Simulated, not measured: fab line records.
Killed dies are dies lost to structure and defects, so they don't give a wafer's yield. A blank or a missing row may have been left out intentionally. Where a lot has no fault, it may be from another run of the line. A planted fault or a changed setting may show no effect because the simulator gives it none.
Which tool was responsible?    flow berkeley-cmos170    14 lots, 42 wafers sampled, at 4 steps of a route of 331

== WHAT EACH GAUGE READ, for each wafer ==
UCB170_M1_OVL_MEAS_10.
lot   measured      on          M1_OVL (nm)
L407  day 8 14:30   overlay-02  -7 -4 0
L408  day 9 05:30   overlay-01  -12 -10 -12
L411  day 9 05:45   overlay-02  -1 1 1
L409  day 9 07:22   overlay-02  7 15 11
L414  day 9 23:22   overlay-02  7 3 8
L413  day 10 00:26  overlay-02  3 -6 -1
L416  day 10 15:38  overlay-02  -9 -10 -5
L420  day 11 13:05  overlay-01  0 3 7
L424  day 11 20:55  overlay-02  -11 0 -9
L423  day 11 17:06  overlay-02  10 10 14
L422  day 11 20:48  overlay-01  9 0 7
L426  day 13 00:39  overlay-02  -6 0 0
L425  day 13 00:19  overlay-02  5 -6 4
L430  day 13 18:58  overlay-01  -4 -2 5

UCB170_V2_THK_MEAS_01.
lot   measured      on             V2_TEOS_THK (nm)
L407  day 8 21:29   film-metro-03  2007 2006 2030
L408  day 9 13:20   film-metro-04  1966 2011 1997
L411  day 9 15:15   film-metro-03  1998 2024 2000
L409  day 9 16:44   film-metro-01  1940 1956 1998
L414  day 10 06:29  film-metro-04  1937 1961 2002
L413  day 10 07:57  film-metro-04  1972 2014 1985
L416  day 11 00:41  film-metro-03  1984 2012 2005
L420  day 11 23:04  film-metro-01  1949 1983 1987
L424  day 12 06:05  film-metro-03  1958 2019 1999
L423  day 12 03:18  film-metro-01  1984 1991 2011
L422  day 12 04:59  film-metro-01  1974 2032 2002
L426  day 13 12:36  film-metro-01  1940 1955 1996
L425  day 13 10:13  film-metro-01  2008 1987 1989
L430  day 14 05:55  film-metro-01  1943 1972 1976

UCB170_M3_THK_MEAS_03: measures by xrf.
lot   measured      on             M3_AL_THK (nm)
L407  day 9 00:22   film-metro-02  911 893 909
L408  day 9 16:04   film-metro-04  903 912 912
L411  day 9 17:38   film-metro-04  906 910 907
L409  day 9 19:14   film-metro-04  901 904 906
L414  day 10 09:28  film-metro-01  896 900 902
L413  day 10 10:40  film-metro-01  915 906 900
L416  day 11 04:39  film-metro-02  901 918 916
L420  day 12 02:47  film-metro-01  916 901 904
L424  day 12 08:35  film-metro-01  899 902 901
L423  day 12 06:19  film-metro-01  907 898 902
L422  day 12 07:33  film-metro-02  895 904 896
L426  day 13 16:53  film-metro-02  922 910 910
L425  day 13 14:35  film-metro-02  899 910 912
L430  day 14 08:45  film-metro-04  906 905 903

== EACH LOT AND THE TOOL THAT RAN IT (in order: tool; ch and the chambers of the sampled wafers; start) ==
lot   UCB170_GATE_STRIP_16
L407  plasma-asher-04 ch 0,1, day 7 15:52
L408  plasma-asher-01 ch 0,1, day 8 04:13
L411  plasma-asher-03 ch 0,1, day 8 04:29
L409  plasma-asher-01 ch 0,1, day 8 04:43
L414  plasma-asher-01 ch 0,1, day 8 21:55
L413  plasma-asher-04 ch 0,1, day 8 22:13
L416  plasma-asher-01 ch 0,1, day 9 14:25
L420  plasma-asher-01 ch 0,1, day 10 13:41
L424  plasma-asher-04 ch 0,1, day 10 17:54
L423  plasma-asher-03 ch 0, day 10 18:08
L422  plasma-asher-01 ch 0,1, day 10 18:17
L426  plasma-asher-04 ch 0,1, day 11 17:13
L425  plasma-asher-03 ch 0,1, day 11 17:22
L430  plasma-asher-04 ch 0,1, day 12 15:23
- UCB170_GATE_STRIP_16: strips in O2.

== AS READ BY THE TOOLS THEMSELVES (means over the sampled wafers that have a number; for cases with no such wafer, the mark the record gives instead) ==
UCB170_GATE_STRIP_16.
lot   tool             drypump-motor-current-A (A)  oes-product-au (a.u.)
L407  plasma-asher-04  5.5                          0.724
L408  plasma-asher-01  6.0                          0.723
L411  plasma-asher-03  5.3                          0.727
L409  plasma-asher-01  6.1                          0.726
L414  plasma-asher-01  6.1                          0.728
L413  plasma-asher-04  5.5                          0.722
L416  plasma-asher-01  6.0                          0.721
L420  plasma-asher-01  6.0                          0.722
L424  plasma-asher-04  5.5                          0.727
L423  plasma-asher-03  6.1                          0.725
L422  plasma-asher-01  6.0                          0.726
L426  plasma-asher-04  5.5                          0.718
L425  plasma-asher-03  5.3                          0.720
L430  plasma-asher-04  5.5                          0.724

== THE ANSWER, worked out from the rows above alone ==
Rule: the usual values come from the lots themselves. Put in order of their means at a reading, lots are off if they are a third of the lots or fewer, leave a main group of 4 or more, and stand apart from it by a gap of 3 or more times the standard deviation of the main group's means; of several such gaps the widest counts. The tables above print the reading to a certain number of digits; a main group whose means all agree to those digits is not used. Also off: a lot with no number at a reading for which 4 or more lots have one. Where the step has rows for the other lots, those lots are counted as sound. Order of review: gauges by route order, followed by the tools' own readings, for which a lot's mean as printed above is used. The first step at which some lot is off is used, and at that step the reading that is off furthest; a lot without a number counts as furthest.
No lot is off at any reading shown: from this, nothing can be told.

== WHAT THE SIMULATOR PUT IN ==
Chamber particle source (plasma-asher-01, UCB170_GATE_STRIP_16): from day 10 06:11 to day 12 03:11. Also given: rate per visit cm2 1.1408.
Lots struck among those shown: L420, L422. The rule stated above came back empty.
